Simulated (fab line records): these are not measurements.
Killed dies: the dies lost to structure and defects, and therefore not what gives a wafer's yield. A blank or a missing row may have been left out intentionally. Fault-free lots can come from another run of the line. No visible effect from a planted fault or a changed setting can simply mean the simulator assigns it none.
fab line records	flow ritCmos	part 1 of 2: steps 1 to 32 of 33
[record] lots = 5	wafers = 23
route steps=202 shown ACTIVE@4 NWELL@36 PWELL@41 WELLDRIVE@50 PRETRO@72 GATE@81 NLDD@111 PLDD@116 PSD@144 M1@202
startH: the number of hours between the record's first day and the start of the first shown wafer of the lot	waitH: hours from the lot's prior step to this one	" the same as in the row above	L1.1+2: several wafers, shown together as one row	- no value present, or no start provided	* or withheld: withheld	< > ~ a bound
route shown NAME@n: a module of which the file shows steps, and the number in the route of the first	usual: mean and standard deviation over wafers with no fault	same: alike in all rows	chamber/n: place in a boat	sites: per-site readings	_std_site: the standard deviation of these	_edge_site: mean of outer sites minus mean of inner sites	radiusMm: how far each site lies from the wafer's centre	mask NAME#n: copy n	behind: the last tool/chamber to shape the wafer	hold: cause of the lot's hold/its duration in hours/its outcome	device: which transistor (n, p or np) failed to switch	end of line: tests run on the same wafers once the route is complete	a step given without rows: its recipe and nothing more	killed: dies that structure and defects cost at the first sort, which is not the same as the wafer's yield	map: a wafer's dies, marking killed ones x, the rest . and places with no die _
set.NAME: the setting that was run; set.NAME@STEP: the one run at that earlier step	model.NAME: the simulator's own value behind a step, which no gauge read
one table per step and one row per wafer, for lots whose settings were changed on purpose
[[steps]]
[step RIT_ACTIVE_CVD_03]
[recipe] material = Si3N4	targetThkNm = 150	tempC = 810	precursor = SiH2Cl2/NH3	timeS = 1500	pressureMtorr = 300	sih2cl2FlowSccm = 60	nh3FlowSccm = 150
lot.wafer	tool	chamber	startH	waitH	set.pressureMtorr	model.Si3N4_of_ACTIVE_CVD_03.thkNm
L074.2	-	-	-	0.3	316.2	151.5
L074.3	"	-	"	"	316.2	154.3
L074.4	"	-	"	"	316.2	151.9
L074.5	"	-	"	"	316.2	152.5
L074.6	"	-	"	"	316.2	152.6
L075.1+3+6	-	-	-	0.3	339.4	155.3
L075.2	"	-	"	"	339.4	155.2
L075.5	"	-	"	"	339.4	155.7
L078.1	-	-	-	0.6	319.6	150.6
L078.2	"	-	"	"	319.6	153.1
L078.4	"	-	"	"	319.6	150.7
L078.5	"	-	"	"	319.6	150.3
L078.6	"	-	"	"	319.6	151.6
L079.1	-	-	-	0.1	276.3	146.5
L079.2+4	"	-	"	"	276.3	145.5
L079.3	"	-	"	"	276.3	146.2
L079.6	"	-	"	"	276.3	144.4
L081.1	lpcvd-01	1	47.11	0.1	300	148.5
L081.5+6	"	1	"	"	300	148.8
[step RIT_ACTIVE_THK_MEAS_04]
[recipe] reads = Si3N4_of_ACTIVE_CVD_03
[usual] ACTIVE_NITRIDE_THK = 149.0/1.6
lot.wafer	tool	chamber	startH	waitH	set.pressureMtorr@ACTIVE_CVD_03	ACTIVE_NITRIDE_THK[nm]
L074.2	filmMetro-02	-	-	-	316.2	151.5
L074.3	"	-	"	"	316.2	154.3
L074.4	"	-	"	"	316.2	151.9
L074.5	"	-	"	"	316.2	152.6
L074.6	"	-	"	"	316.2	152.6
L075.1	filmMetro-02	-	-	-	339.4	155.2
L075.2	"	-	"	"	339.4	155.3
L075.3	"	-	"	"	339.4	155.3
L075.5	"	-	"	"	339.4	155.7
L075.6	"	-	"	"	339.4	155.3
L078.1	filmMetro-04	-	-	-	319.6	150.7
L078.2	"	-	"	"	319.6	153.0
L078.4	"	-	"	"	319.6	150.8
L078.5	"	-	"	"	319.6	150.3
L078.6	"	-	"	"	319.6	151.6
L079.1	filmMetro-01	-	-	-	276.3	146.4
L079.2	"	-	"	"	276.3	145.6
L079.3	"	-	"	"	276.3	146.3
L079.4	"	-	"	"	276.3	145.5
L079.6	"	-	"	"	276.3	144.4
L081.1	filmMetro-02	-	48.53	0.0	300	148.3
L081.5	"	-	"	"	300	148.8
L081.6	"	-	"	"	300	148.7
[step RIT_ACTIVE_EXPOSE_08]
[recipe] maskId = M1	na = 0.6	sourceShape = conventional	sigmaOuter = 0.6	targetCdNm = 1400	doseMj = 225
lot.wafer	tool	chamber	startH	waitH	mask	set.doseMj
L074.2+3+4	ilineStepper-01	0	15.85	0.2	M1#0	215.4
L074.5+6	"	0	"	"	M1#0	225
L075.1+2+3+5+6	ilineStepper-01	0	19.78	0.1	M1#0	225
L078.1+4	ilineStepper-01	0	34.92	0.2	M1#0	220.2
L078.2+5+6	"	0	"	"	M1#0	225
L079.1+2+3+4+6	ilineStepper-02	0	39.34	0.2	M1#0	225
L081.1+5+6	ilineStepper-02	0	49.04	0.1	M1#0	225
[step RIT_ACTIVE_PEB_09]
[recipe] resist = NOVOLAK	tempC = withheld	timeS = withheld
[step RIT_ACTIVE_DEVELOP_10]
[recipe] resist = NOVOLAK	developTimeS = 50	devTempC = 23
[step RIT_ACTIVE_CD_MEAS_11]
[recipe] targetCdNm = 1400
[usual] cdNm = 1400.0/2.9
lot.wafer	tool	chamber	startH	waitH	set.doseMj@ACTIVE_EXPOSE_08	cdNm
L074.2	cdSem-02	-	16.25	-	215.4	1413.7
L074.3	"	-	"	"	215.4	1413.1
L074.4	"	-	"	"	215.4	1413.5
L074.5	"	-	"	"	225	1402.3
L074.6	"	-	"	"	225	1400.6
L075.1	cdSem-02	-	20.18	-	225	1393.3
L075.2	"	-	"	"	225	1393.7
L075.3	"	-	"	"	225	1394.6
L075.5	"	-	"	"	225	1392.5
L075.6	"	-	"	"	225	1396.0
L078.1	cdSem-02	-	35.32	-	220.2	1407.0
L078.2	"	-	"	"	225	1403.3
L078.4	"	-	"	"	220.2	1406.9
L078.5	"	-	"	"	225	1403.8
L078.6	"	-	"	"	225	1401.9
L079.1	cdSem-02	-	39.74	-	225	1398.2
L079.2	"	-	"	"	225	1397.3
L079.3	"	-	"	"	225	1396.2
L079.4	"	-	"	"	225	1396.9
L079.6	"	-	"	"	225	1396.8
L081.1	cdSem-02	-	49.44	-	225	1401.1
L081.5	"	-	"	"	225	1400.2
L081.6	"	-	"	"	225	1399.9
[step RIT_ACTIVE_ETCH_13]
[recipe] stopOn = SiO2	chemistry = SF6	target = Si3N4	timeS = 210	overEtchFrac = 0.4	SF6_flow_sccm = 200	pressureMtorr = 260	rfW = 125	targetDepthA = 2100
lot.wafer	tool	chamber	startH	waitH	set.rfW	set.doseMj@ACTIVE_EXPOSE_08	model.ACTIVE.cdNm
L074.2+4	rieDiel-01	1,0	16.50	0.1	125	215.4	1414
L074.3	"	3	"	"	125	215.4	1413
L074.5	"	2	"	"	125	225	1402
L074.6	"	1	"	"	125	225	1401
L075.1	rieDiel-03	0	20.45	0.1	113.4	225	1393
L075.2	"	2	"	"	125	225	1394
L075.3	"	3	"	"	113.4	225	1395
L075.5	"	0	"	"	125	225	1393
L075.6	"	1	"	"	125	225	1396
L078.1	rieDiel-02	2	35.59	0.1	118.2	220.2	1407
L078.2	"	3	"	"	118.2	225	1403
L078.4	"	0	"	"	125	220.2	1407
L078.5	"	3	"	"	125	225	1403
L078.6	"	0	"	"	118.2	225	1402
L079.1+6	rieDiel-02	3,2	40.08	0.1	138.8	225	1397
L079.2	"	2	"	"	125	225	1398
L079.3	"	0	"	"	138.8	225	1396
L079.4	"	1	"	"	125	225	1397
L081.1+6	rieDiel-03	2,3	49.71	0.1	125	225	-
L081.5	"	2	"	"	125	225	1400
[step RIT_ACTIVE_STRIP_14]
[recipe] chemistry = O2	timeS = 180	resist = NOVOLAK	platenTempC = withheld	powerW = 500	pressureMtorr = 4000	o2FlowSccm = 4000
[step RIT_ACTIVE_CD_MEAS_90]
[recipe] targetCdNm = 1400
[usual] cdNm = 1400.0/2.9
lot.wafer	tool	chamber	startH	waitH	set.doseMj@ACTIVE_EXPOSE_08	cdNm
L074.2	cdSem-01	-	16.83	0.1	215.4	1413.5
L074.3	"	-	"	"	215.4	1413.4
L074.4	"	-	"	"	215.4	1413.6
L074.5	"	-	"	"	225	1401.6
L074.6	"	-	"	"	225	1400.7
L075.1	cdSem-01	-	20.76	0.1	225	1393.0
L075.2	"	-	"	"	225	1393.9
L075.3	"	-	"	"	225	1395.1
L075.5	"	-	"	"	225	1392.1
L075.6	"	-	"	"	225	1395.7
L078.1	cdSem-01	-	35.90	0.1	220.2	1407.1
L078.2	"	-	"	"	225	1403.1
L078.4	"	-	"	"	220.2	1407.3
L078.5	"	-	"	"	225	1403.9
L078.6	"	-	"	"	225	1401.9
L079.1	cdSem-01	-	40.39	0.1	225	1397.4
L079.2	"	-	"	"	225	1397.5
L079.3	"	-	"	"	225	1395.7
L079.4	"	-	"	"	225	1397.2
L079.6	"	-	"	"	225	1396.9
L081.1	cdSem-02	-	50.02	0.1	225	1401.2
L081.5	"	-	"	"	225	1400.4
L081.6	"	-	"	"	225	1400.0
[step RIT_NWELL_IMPLANT_08]
[recipe] species = P	energyKev = 170	doseCm2 = 5e+13	tiltDeg = 7
lot.wafer	tool	chamber	startH	waitH	set.doseCm2
L074.2+3+4+5+6	implanter-04	0	25.33	0.2	5e+13
L075.1+2	implanter-01	0	28.89	0.2	4.701e+13
L075.3+5+6	"	0	"	"	5e+13
L078.1+2+5	implanter-01	0	42.42	0.2	5e+13
L078.4+6	"	0	"	"	4.774e+13
L079.1+3	implanter-04	0	48.12	0.2	4.643e+13
L079.2+4+6	"	0	"	"	5e+13
L081.1+5+6	implanter-02	0	55.80	0.2	5e+13
[step RIT_NWELL_STRIP_09]
[recipe] chemistry = O2	timeS = 180	resist = NOVOLAK	platenTempC = withheld	powerW = 500	pressureMtorr = 4000	o2FlowSccm = 4000
[step RIT_NWELL_TW_MEAS_10]
[usual] NWELL_TW = 2155/13
lot.wafer	tool	chamber	startH	waitH	set.doseCm2@NWELL_IMPLANT_08	NWELL_TW
L074.2	filmMetro-02	-	25.64	0.1	5e+13	2156
L074.3	"	-	"	"	5e+13	2155
L074.4	"	-	"	"	5e+13	2168
L074.5	"	-	"	"	5e+13	2166
L074.6	"	-	"	"	5e+13	2161
L075.1	filmMetro-01	-	29.21	0.1	4.701e+13	2090
L075.2	"	-	"	"	4.701e+13	2102
L075.3	"	-	"	"	5e+13	2141
L075.5	"	-	"	"	5e+13	2144
L075.6	"	-	"	"	5e+13	2125
L078.1	filmMetro-01	-	42.74	0.1	5e+13	2119
L078.2	"	-	"	"	5e+13	2137
L078.4	"	-	"	"	4.774e+13	2091
L078.5	"	-	"	"	5e+13	2135
L078.6	"	-	"	"	4.774e+13	2103
L079.1	filmMetro-03	-	48.44	0.1	4.643e+13	2113
L079.2	"	-	"	"	5e+13	2157
L079.3	"	-	"	"	4.643e+13	2113
L079.4	"	-	"	"	5e+13	2164
L079.6	"	-	"	"	5e+13	2167
L081.1	filmMetro-01	-	56.12	0.1	5e+13	2147
L081.5	"	-	"	"	5e+13	2156
L081.6	"	-	"	"	5e+13	2164
[step RIT_PWELL_SOFTBAKE_02]
[recipe] resist = NOVOLAK	tempC = 90	timeS = 60
lot.wafer	tool	chamber	startH	waitH	set.tempC
L074.2+5	lithoTrack-02	0	26.01	0.1	91.8
L074.3+4+6	"	0	"	"	90
L075.1+2+3+5+6	lithoTrack-02	0	29.81	0.1	90
L078.1+4	lithoTrack-04	0	43.10	0.1	90
L078.2+5+6	"	0	"	"	86.72
L079.1+3+4	lithoTrack-02	0	48.80	0.1	86.97
L079.2+6	"	0	"	"	90
L081.1+5+6	lithoTrack-02	0	56.48	0.1	90
[step RIT_PWELL_DEVELOP_05]
[recipe] resist = NOVOLAK	developTimeS = 68	devTempC = 23
lot.wafer	tool	chamber	startH	waitH	set.developTimeS	set.tempC@PWELL_SOFTBAKE_02	model.NOVOLAK_of_PWELL_COAT_01.thkNm
L074.2	lithoTrack-03	0	-	-	68	91.8	1288
L074.3+6	"	0	"	"	65.05	90	1296
L074.4	"	0	"	"	68	90	1294
L074.5	"	0	"	"	68	91.8	1289
L075.1+2	lithoTrack-04	0	-	-	68	90	1297
L075.3	"	0	"	"	68	90	1300
L075.5+6	"	0	"	"	68	90	1299
L078.1	lithoTrack-03	0	-	-	61.01	90	1298
L078.2	"	0	"	"	68	86.72	1309
L078.4	"	0	"	"	68	90	1299
L078.5	"	0	"	"	68	86.72	1314
L078.6	"	0	"	"	61.01	86.72	1316
L079.1	lithoTrack-02	0	-	-	60.68	86.97	1308
L079.2	"	0	"	"	60.68	90	1296
L079.3	"	0	"	"	68	86.97	1304
L079.4	"	0	"	"	68	86.97	1306
L079.6	"	0	"	"	60.68	90	1295
L081.1	lithoTrack-03	0	-	-	68	90	1300
L081.5	"	0	"	"	68	90	1304
L081.6	"	0	"	"	68	90	1301
[step RIT_PWELL_HARDBAKE_07]
[recipe] resist = NOVOLAK	tempC = 140	timeS = 120
[step RIT_WELLDRIVE_ANNEAL_00]
[recipe] tempC = 1100	timeS = 14700	ambient = N2
[step RIT_WELLDRIVE_RS_MEAS_01]
[recipe] thkMeasGauge = four-point-probe
[usual] NWELL_RS = 274.9/0.73
lot.wafer	tool	chamber	startH	waitH	set.doseCm2@NWELL_IMPLANT_08	NWELL_RS[ohm/sq]
L074.2	filmMetro-03	-	32.50	0.0	5e+13	274.6
L074.3	"	-	"	"	5e+13	274.5
L074.4	"	-	"	"	5e+13	274.7
L074.5	"	-	"	"	5e+13	274.7
L074.6	"	-	"	"	5e+13	274.3
L075.1	filmMetro-01	-	37.32	0.0	4.701e+13	284.7
L075.2	"	-	"	"	4.701e+13	284.6
L075.3	"	-	"	"	5e+13	273.7
L075.5	"	-	"	"	5e+13	273.2
L075.6	"	-	"	"	5e+13	274.2
L078.1	filmMetro-03	-	49.88	0.0	5e+13	275.9
L078.2	"	-	"	"	5e+13	275.4
L078.4	"	-	"	"	4.774e+13	282.7
L078.5	"	-	"	"	5e+13	274.4
L078.6	"	-	"	"	4.774e+13	282.5
L079.1	filmMetro-03	-	55.76	0.0	4.643e+13	286.8
L079.2	"	-	"	"	5e+13	274.9
L079.3	"	-	"	"	4.643e+13	286.6
L079.4	"	-	"	"	5e+13	274.0
L079.6	"	-	"	"	5e+13	273.7
L081.1	filmMetro-03	-	63.81	0.0	5e+13	274.4
L081.5	"	-	"	"	5e+13	273.3
L081.6	"	-	"	"	5e+13	274.6
[step RIT_PRETRO_IMPLANT_08]
[recipe] species = B	energyKev = 45	doseCm2 = 1.2e+13	tiltDeg = 7
lot.wafer	tool	chamber	startH	waitH	set.energyKev	model.implant.rpNm	model.implant.drpNm
L074.2+5+6	implanter-04	0	35.71	0.2	45	147.5	55.07
L074.3+4	"	0	"	"	46.04	150.7	55.82
L075.1+2+6	implanter-01	0	40.40	0.2	43.28	142	53.81
L075.3+5	"	0	"	"	45	147.3	55.07
L078.1+2+4	implanter-03	0	52.88	0.2	45	144.4	55.07
L078.5+6	"	0	"	"	47.17	151	56.62
L079.1+2+4	implanter-04	0	58.84	0.2	46.82	156.6	56.38
L079.3+6	"	0	"	"	45	150.9	55.07
L081.1+5+6	implanter-03	0	66.91	0.2	45	149.8	55.07
[step RIT_GATE_OXIDATION_05]
[recipe] tempC = 900	ambient = O2	targetThkA = 30	oxTimeS = 270
lot.wafer	tool	chamber	startH	waitH	set.tempC	model.SiO2_of_GATE_OXIDATION_05.thkNm
L074.2	-	-	-	2.1	919.7	3.83
L074.3	"	-	"	"	919.7	3.839
L074.4	"	-	"	"	919.7	3.859
L074.5	"	-	"	"	919.7	3.861
L074.6	"	-	"	"	919.7	3.796
L075.1	-	-	-	1.1	900	2.978
L075.2	"	-	"	"	900	3.02
L075.3	"	-	"	"	900	3.03
L075.5	"	-	"	"	900	3.042
L075.6	"	-	"	"	900	3.028
L078.1	-	-	-	0.1	900	2.945
L078.2	"	-	"	"	900	2.973
L078.4	"	-	"	"	900	3.001
L078.5	"	-	"	"	900	3.039
L078.6	"	-	"	"	900	3.031
L079.1	-	-	-	0.3	914.8	3.657
L079.2	"	-	"	"	914.8	3.606
L079.3	"	-	"	"	914.8	3.666
L079.4	"	-	"	"	914.8	3.678
L079.6	"	-	"	"	914.8	3.652
L081.1	furnace-01	0	67.79	0.1	900	3.002
L081.5	"	0	"	"	900	2.999
L081.6	"	0	"	"	900	3.017
[step RIT_GATE_ANNEAL_06]
[recipe] tempC = 900	timeS = 600	ambient = N2O
[step RIT_GATE_THK_MEAS_07]
[recipe] reads = SiO2_of_GATE_OXIDATION_05
[usual] GATE_OXIDE_THK = 3.01/0.056
lot.wafer	tool	chamber	startH	waitH	set.tempC@GATE_OXIDATION_05	GATE_OXIDE_THK[nm]
L074.2	filmMetro-04	-	40.47	0.0	919.7	3.83
L074.3	"	-	"	"	919.7	3.85
L074.4	"	-	"	"	919.7	3.82
L074.5	"	-	"	"	919.7	3.86
L074.6	"	-	"	"	919.7	3.79
L075.1	filmMetro-01	-	43.72	0.0	900	3.00
L075.2	"	-	"	"	900	3.04
L075.3	"	-	"	"	900	3.02
L075.5	"	-	"	"	900	3.00
L075.6	"	-	"	"	900	3.02
L078.1	filmMetro-01	-	55.19	0.0	900	2.95
L078.2	"	-	"	"	900	2.97
L078.4	"	-	"	"	900	3.04
L078.5	"	-	"	"	900	3.04
L078.6	"	-	"	"	900	3.06
L079.1	filmMetro-03	-	63.17	0.0	914.8	3.68
L079.2	"	-	"	"	914.8	3.61
L079.3	"	-	"	"	914.8	3.66
L079.4	"	-	"	"	914.8	3.68
L079.6	"	-	"	"	914.8	3.61
L081.1	filmMetro-01	-	70.43	0.0	900	3.01
L081.5	"	-	"	"	900	3.00
L081.6	"	-	"	"	900	2.96
[step RIT_NLDD_IMPLANT_08]
[recipe] species = P	energyKev = 20	doseCm2 = 5e+14	tiltDeg = 7
lot.wafer	tool	chamber	startH	waitH	set.doseCm2
L074.2+4+6	implanter-02	0	48.14	0.1	5e+14
L074.3+5	"	0	"	"	5.221e+14
L075.1+2+3+5+6	implanter-04	0	51.90	0.1	5e+14
L078.1+2+4+5+6	implanter-02	0	63.44	0.1	5e+14
L079.1+3+4	implanter-02	0	71.88	0.1	5e+14
L079.2+6	"	0	"	"	4.765e+14
L081.1+5+6	implanter-01	0	77.94	0.1	5e+14
[step RIT_PLDD_SOFTBAKE_02]
[recipe] resist = NOVOLAK	tempC = 90	timeS = 60
lot.wafer	tool	chamber	startH	waitH	set.tempC
L074.2+3	lithoTrack-04	0	48.83	0.1	90
L074.4+5+6	"	0	"	"	93.54
L075.1+2+5	lithoTrack-02	0	52.58	0.1	86.91
L075.3+6	"	0	"	"	90
L078.1+4+5	lithoTrack-01	0	64.13	0.1	90
L078.2+6	"	0	"	"	87.43
L079.1+6	lithoTrack-04	0	72.56	0.1	90
L079.2+3+4	"	0	"	"	86.51
L081.1+5+6	lithoTrack-04	0	78.62	0.1	90
[step RIT_PLDD_EXPOSE_03]
[recipe] maskId = M8	na = 0.57	targetCdNm = 40900	doseMj = 250
[step RIT_PLDD_PEB_04]
[recipe] resist = NOVOLAK	tempC = withheld	timeS = withheld
[step RIT_PLDD_DEVELOP_05]
[recipe] resist = NOVOLAK	developTimeS = 50	devTempC = 23
lot.wafer	tool	chamber	startH	waitH	set.tempC@PLDD_SOFTBAKE_02	model.NOVOLAK_of_PLDD_COAT_01.thkNm
L074.2	lithoTrack-04	0	-	-	90	999.8
L074.3	"	0	"	"	90	1003
L074.4	"	0	"	"	93.54	989.3
L074.5	"	0	"	"	93.54	991.4
L074.6	"	0	"	"	93.54	989.2
L075.1+2	lithoTrack-02	0	-	-	86.91	1006
L075.3	"	0	"	"	90	999.2
L075.5	"	0	"	"	86.91	1007
L075.6	"	0	"	"	90	1000
L078.1	lithoTrack-01	0	-	-	90	997.5
L078.2	"	0	"	"	87.43	1002
L078.4	"	0	"	"	90	998
L078.5	"	0	"	"	90	998.1
L078.6	"	0	"	"	87.43	1005
L079.1	lithoTrack-02	0	-	-	90	997.4
L079.2+3	"	0	"	"	86.51	1006
L079.4	"	0	"	"	86.51	1008
L079.6	"	0	"	"	90	996.9
L081.1	lithoTrack-04	0	-	-	90	1000
L081.5	"	0	"	"	90	997.2
L081.6	"	0	"	"	90	998.2
[step RIT_PSD_SOFTBAKE_02]
[recipe] resist = NOVOLAK	tempC = 90	timeS = 60
lot.wafer	tool	chamber	startH	waitH	set.tempC
L074.2+6	lithoTrack-01	0	54.75	0.1	90
L074.3+4+5	"	0	"	"	92.69
L075.1+3	lithoTrack-01	0	58.18	0.1	88.14
L075.2+5+6	"	0	"	"	90
L078.1+2+6	lithoTrack-03	0	69.99	0.1	91.95
L078.4+5	"	0	"	"	90
L079.1+2+3+4+6	lithoTrack-03	0	78.15	0.1	90
L081.1+5+6	lithoTrack-01	0	84.44	0.1	90
[step RIT_PSD_EXPOSE_03]
[recipe] maskId = M10	na = 0.57	targetCdNm = 40900	doseMj = 250
[step RIT_PSD_PEB_04]
[recipe] resist = NOVOLAK	tempC = withheld	timeS = withheld
[step RIT_PSD_DEVELOP_05]
[recipe] resist = NOVOLAK	developTimeS = 50	devTempC = 23
lot.wafer	tool	chamber	startH	waitH	set.tempC@PSD_SOFTBAKE_02	model.NOVOLAK_of_PSD_COAT_01.thkNm
L074.2	lithoTrack-01	0	-	-	90	998.9
L074.3	"	0	"	"	92.69	991.8
L074.4	"	0	"	"	92.69	990.2
L074.5	"	0	"	"	92.69	989.9
L074.6	"	0	"	"	90	998.7
L075.1	lithoTrack-02	0	-	-	88.14	1002
L075.2+5	"	0	"	"	90	1000
L075.3	"	0	"	"	88.14	1006
L075.6	"	0	"	"	90	999.9
L078.1	lithoTrack-02	0	-	-	91.95	996.5
L078.2	"	0	"	"	91.95	995.5
L078.4	"	0	"	"	90	1001
L078.5	"	0	"	"	90	997.6
L078.6	"	0	"	"	91.95	992.5
L079.1	lithoTrack-02	0	-	-	90	999.8
L079.2	"	0	"	"	90	996.1
L079.3	"	0	"	"	90	998.6
L079.4	"	0	"	"	90	998.8
L079.6	"	0	"	"	90	996.5
L081.1	lithoTrack-03	0	-	-	90	998.6
L081.5	"	0	"	"	90	998.4
L081.6	"	0	"	"	90	1000
[step RIT_PSD_HARDBAKE_07]
[recipe] resist = NOVOLAK	tempC = 140	timeS = 60
[step RIT_SDANNEAL_RS_MEAS_07]
[recipe] thkMeasGauge = four-point-probe
[usual] NLDD_RS = 151.7/0.59
lot.wafer	tool	chamber	startH	waitH	set.doseCm2@NLDD_IMPLANT_08	NLDD_RS[ohm/sq]
L074.2	filmMetro-02	-	56.78	0.1	5e+14	151.3
L074.3	"	-	"	"	5.221e+14	145.9
L074.4	"	-	"	"	5e+14	151.2
L074.5	"	-	"	"	5.221e+14	145.8
L074.6	"	-	"	"	5e+14	151.7
L075.1	filmMetro-02	-	60.21	0.1	5e+14	150.6
L075.2	"	-	"	"	5e+14	150.5
L075.3	"	-	"	"	5e+14	150.5
L075.5	"	-	"	"	5e+14	150.9
L075.6	"	-	"	"	5e+14	150.9
L078.1	filmMetro-04	-	72.07	0.1	5e+14	152.1
L078.2	"	-	"	"	5e+14	152.2
L078.4	"	-	"	"	5e+14	152.2
L078.5	"	-	"	"	5e+14	152.2
L078.6	"	-	"	"	5e+14	152.3
L079.1	filmMetro-01	-	80.23	0.1	5e+14	151.1
L079.2	"	-	"	"	4.765e+14	157.6
L079.3	"	-	"	"	5e+14	151.3
L079.4	"	-	"	"	5e+14	150.7
L079.6	"	-	"	"	4.765e+14	156.7
L081.1	filmMetro-02	-	86.41	0.1	5e+14	152.5
L081.5	"	-	"	"	5e+14	152.3
L081.6	"	-	"	"	5e+14	152.1
[[key]]
[split] step = RIT_ACTIVE_CVD_03	setting = pressureMtorr	stated = 300	by = lot
[response] step = RIT_ACTIVE_CVD_03	reading = model.Si3N4_of_ACTIVE_CVD_03.thkNm	change = +0.463	per = 1%	r = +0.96
[response] step = RIT_ACTIVE_THK_MEAS_04	reading = ACTIVE_NITRIDE_THK	change = +0.463	per = 1%	r = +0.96
[split] step = RIT_ACTIVE_EXPOSE_08	setting = doseMj	stated = 225	by = wafer
[response] step = RIT_ACTIVE_CD_MEAS_11	reading = cdNm	change = -2.62	per = 1%	r = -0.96
[response] step = RIT_ACTIVE_ETCH_13	reading = model.ACTIVE.cdNm	change = -2.68	per = 1%	r = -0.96
[response] step = RIT_ACTIVE_CD_MEAS_90	reading = cdNm	change = -2.72	per = 1%	r = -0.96
[split] step = RIT_ACTIVE_ETCH_13	setting = rfW	stated = 125	by = wafer
response none clear
[split] step = RIT_NWELL_IMPLANT_08	setting = doseCm2	stated = 5e+13	by = wafer
[response] step = RIT_NWELL_TW_MEAS_10	reading = NWELL_TW	change = +6.99	per = 1%	r = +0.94
[response] step = RIT_WELLDRIVE_RS_MEAS_01	reading = NWELL_RS	change = -1.76	per = 1%	r = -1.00
[split] step = RIT_PWELL_SOFTBAKE_02	setting = tempC	stated = 90	by = wafer
[response] step = RIT_PWELL_DEVELOP_05	reading = model.NOVOLAK_of_PWELL_COAT_01.thkNm	change = -3.58	per = 1%	r = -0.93
[split] step = RIT_PWELL_DEVELOP_05	setting = developTimeS	stated = 68	by = wafer
response none clear
[split] step = RIT_PRETRO_IMPLANT_08	setting = energyKev	stated = 45	by = wafer
[response] step = RIT_PRETRO_IMPLANT_08	reading = model.implant.rpNm	change = +1.39	per = 1%	r = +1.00
[response] step = RIT_PRETRO_IMPLANT_08	reading = model.implant.drpNm	change = +0.324	per = 1%	r = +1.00
[split] step = RIT_GATE_OXIDATION_05	setting = tempC	stated = 900	by = lot
[response] step = RIT_GATE_OXIDATION_05	reading = model.SiO2_of_GATE_OXIDATION_05.thkNm	change = +0.383	per = 1%	r = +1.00
[response] step = RIT_GATE_THK_MEAS_07	reading = GATE_OXIDE_THK	change = +0.38	per = 1%	r = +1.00
[response] step = RIT_M1_PROBE_99	reading = model.etest.pmos_0p3.rOnOhmUm	change = +706	per = 1%	r = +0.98
[response] step = RIT_M1_PROBE_99	reading = model.etest.nmos_0p3.rOnOhmUm	change = +193	per = 1%	r = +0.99
[response] step = RIT_M1_PROBE_99	reading = model.etest.nmos_0p15.rOnOhmUm	change = +64.7	per = 1%	r = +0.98
[response] step = RIT_M1_PROBE_99	reading = model.etest.nmos_0p15.driveUaUm	change = -45.7	per = 1%	r = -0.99
[response] step = RIT_M1_PROBE_99	reading = model.etest.nmosNarrow.driveUaUm	change = -29.6	per = 1%	r = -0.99
[response] step = RIT_M1_PROBE_99	reading = model.etest.nmos_0p3.driveUaUm	change = -29.5	per = 1%	r = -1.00
[split] step = RIT_NLDD_IMPLANT_08	setting = doseCm2	stated = 5e+14	by = wafer
[response] step = RIT_SDANNEAL_RS_MEAS_07	reading = NLDD_RS	change = -1.28	per = 1%	r = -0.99
[split] step = RIT_PLDD_SOFTBAKE_02	setting = tempC	stated = 90	by = wafer
[response] step = RIT_PLDD_DEVELOP_05	reading = model.NOVOLAK_of_PLDD_COAT_01.thkNm	change = -2.38	per = 1%	r = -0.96
[split] step = RIT_PSD_SOFTBAKE_02	setting = tempC	stated = 90	by = wafer
[response] step = RIT_PSD_DEVELOP_05	reading = model.NOVOLAK_of_PSD_COAT_01.thkNm	change = -2.3	per = 1%	r = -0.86
